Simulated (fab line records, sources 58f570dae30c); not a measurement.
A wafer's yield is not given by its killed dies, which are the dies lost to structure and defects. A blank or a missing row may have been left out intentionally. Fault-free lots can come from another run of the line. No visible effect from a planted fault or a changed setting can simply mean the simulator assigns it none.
Check for tools in common | flow berkeley-cmos170 | 15 lots, 45 wafers sampled

== WHY IT WAS OPENED ==
3 of 15 lots carry a flag on the reading CONTACT_PSG_THK at UCB170_CONTACT_THK_MEAS_02. Wafers without a fault read 698 nm, standard deviation 7.4.
Rule: a lot gets a flag if all its wafers with a number sit over 4 standard deviations from that mean, or if no wafer of it has a number. The other lots count as sound.

lot  | measured     | on            | CONTACT_PSG_THK (nm), wafer by wafer | flag
L112 | day 9 01:02  | film-metro-04 | 693 694 692                          |
L109 | day 9 02:50  | film-metro-04 | 690 692 686                          |
L111 | day 9 02:52  | film-metro-01 | 675 685 687                          |
L113 | day 9 04:43  | film-metro-04 | 689 688 692                          |
L114 | day 9 06:14  | film-metro-04 | 706 709 705                          |
L117 | day 10 00:27 | film-metro-04 | 697 702 704                          |
L118 | day 10 00:56 | film-metro-01 | 691 694 702                          |
L121 | day 10 13:15 | film-metro-02 | 694 695 696                          |
L119 | day 10 13:16 | film-metro-01 | 705 699 707                          |
L120 | day 10 13:28 | film-metro-02 | 703 710 703                          |
L122 | day 11 12:05 | film-metro-01 | 700 697 703                          |
L128 | day 13 12:31 | film-metro-01 | 440 442 440                          | FLAGGED
L129 | day 13 12:32 | film-metro-02 | 453 446 451                          | FLAGGED
L130 | day 14 06:43 | film-metro-01 | 449 442 439                          | FLAGGED
L131 | day 14 07:23 | film-metro-01 | 707 711 710                          |
The numbers of the flagged lots are 445 nm on average: -253 nm against the usual, or -34 standard deviations.

== WHICH TOOL EACH LOT WENT THROUGH ==
The record holds 2 process steps before the reading, out of a route of 331 steps. Every cell lists first the tool, next ch and the chambers used by the sampled wafers, and last the start.
lot  | flag    | UCB170_BACKSIDE_STRIP_03             | UCB170_CONTACT_CVD_01
L112 |         | plasma-asher-02 ch 0,1, day 8 21:49  | lpcvd-01 ch 0, day 8 23:15
L109 |         | plasma-asher-03 ch 0, day 8 22:14    | lpcvd-01 ch 1, day 9 01:02
L111 |         | plasma-asher-04 ch 0,1, day 8 22:06  | lpcvd-01 ch 0, day 9 01:02
L113 |         | plasma-asher-04 ch 0,1, day 9 01:26  | lpcvd-01 ch 1, day 9 02:56
L114 |         | plasma-asher-02 ch 0,1, day 9 01:53  | lpcvd-02 ch 0, day 9 03:34
L117 |         | plasma-asher-03 ch 0,1, day 9 21:14  | lpcvd-02 ch 0, day 9 22:40
L118 |         | plasma-asher-02 ch 0,1, day 9 20:49  | lpcvd-01 ch 0, day 9 22:16
L121 |         | plasma-asher-04 ch 0,1, day 10 07:29 | lpcvd-01 ch 0, day 10 10:34
L119 |         | plasma-asher-02 ch 0,1, day 10 07:57 | lpcvd-01 ch 0, day 10 10:34
L120 |         | plasma-asher-04 ch 0,1, day 10 08:10 | lpcvd-02 ch 0, day 10 11:40
L122 |         | plasma-asher-04 ch 0,1, day 11 04:11 | lpcvd-02 ch 0, day 11 10:17
L128 | FLAGGED | plasma-asher-04 ch 0,1, day 13 07:13 | lpcvd-02 ch 0, day 13 10:44
L129 | FLAGGED | plasma-asher-03 ch 0,1, day 13 07:19 | lpcvd-02 ch 1, day 13 10:44
L130 | FLAGGED | plasma-asher-04 ch 0,1, day 14 03:00 | lpcvd-02 ch 0, day 14 04:56
L131 |         | plasma-asher-04 ch 0,1, day 14 03:20 | lpcvd-01 ch 1, day 14 05:36
These steps, and what they do:
- UCB170_BACKSIDE_STRIP_03: strips in O2.
- UCB170_CONTACT_CVD_01: deposits PSG from SiH4/O2/PH3, target thk 700 nm, time 2820 s.
- UCB170_CONTACT_THK_MEAS_02

== FLAGGED OVER TOTAL, TOOL BY TOOL (the gauges that took the reading come last) ==
step                       | tool            | lots run | flagged | share of the flagged lots | sound lots run after its first flagged lot
UCB170_BACKSIDE_STRIP_03   | plasma-asher-02 | 4        | 0       | none                      | -
UCB170_BACKSIDE_STRIP_03   | plasma-asher-03 | 3        | 1       | some                      | 0
UCB170_BACKSIDE_STRIP_03   | plasma-asher-04 | 8        | 2       | some                      | 1 (L131)
UCB170_CONTACT_CVD_01      | lpcvd-01        | 8        | 0       | none                      | -
UCB170_CONTACT_CVD_01      | lpcvd-02        | 7        | 3       | all                       | 0
UCB170_CONTACT_THK_MEAS_02 | film-metro-01   | 7        | 2       | some                      | 1 (L131)
UCB170_CONTACT_THK_MEAS_02 | film-metro-02   | 3        | 1       | some                      | 0
UCB170_CONTACT_THK_MEAS_02 | film-metro-04   | 5        | 0       | none                      | -

== WHAT IS ALLOWED BY THE TABLE ==
All flagged lots share 1 row of the table, namely lpcvd-02 at UCB170_CONTACT_CVD_01.
- lpcvd-02 at UCB170_CONTACT_CVD_01: 3 of its 7 lots flagged. Last sound lot L122 at day 11 10:17, first flagged lot L128 at day 13 10:44; a fault beginning in between fits.
lpcvd-02 at UCB170_CONTACT_CVD_01 is the single tool remaining.

== WHAT THE SIMULATOR PUT IN ==
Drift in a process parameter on lpcvd-02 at UCB170_CONTACT_CVD_01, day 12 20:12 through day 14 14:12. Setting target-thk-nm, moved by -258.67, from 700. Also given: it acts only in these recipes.
Shown lots that were struck: L128, L129, L130. Same finding as the rule above.
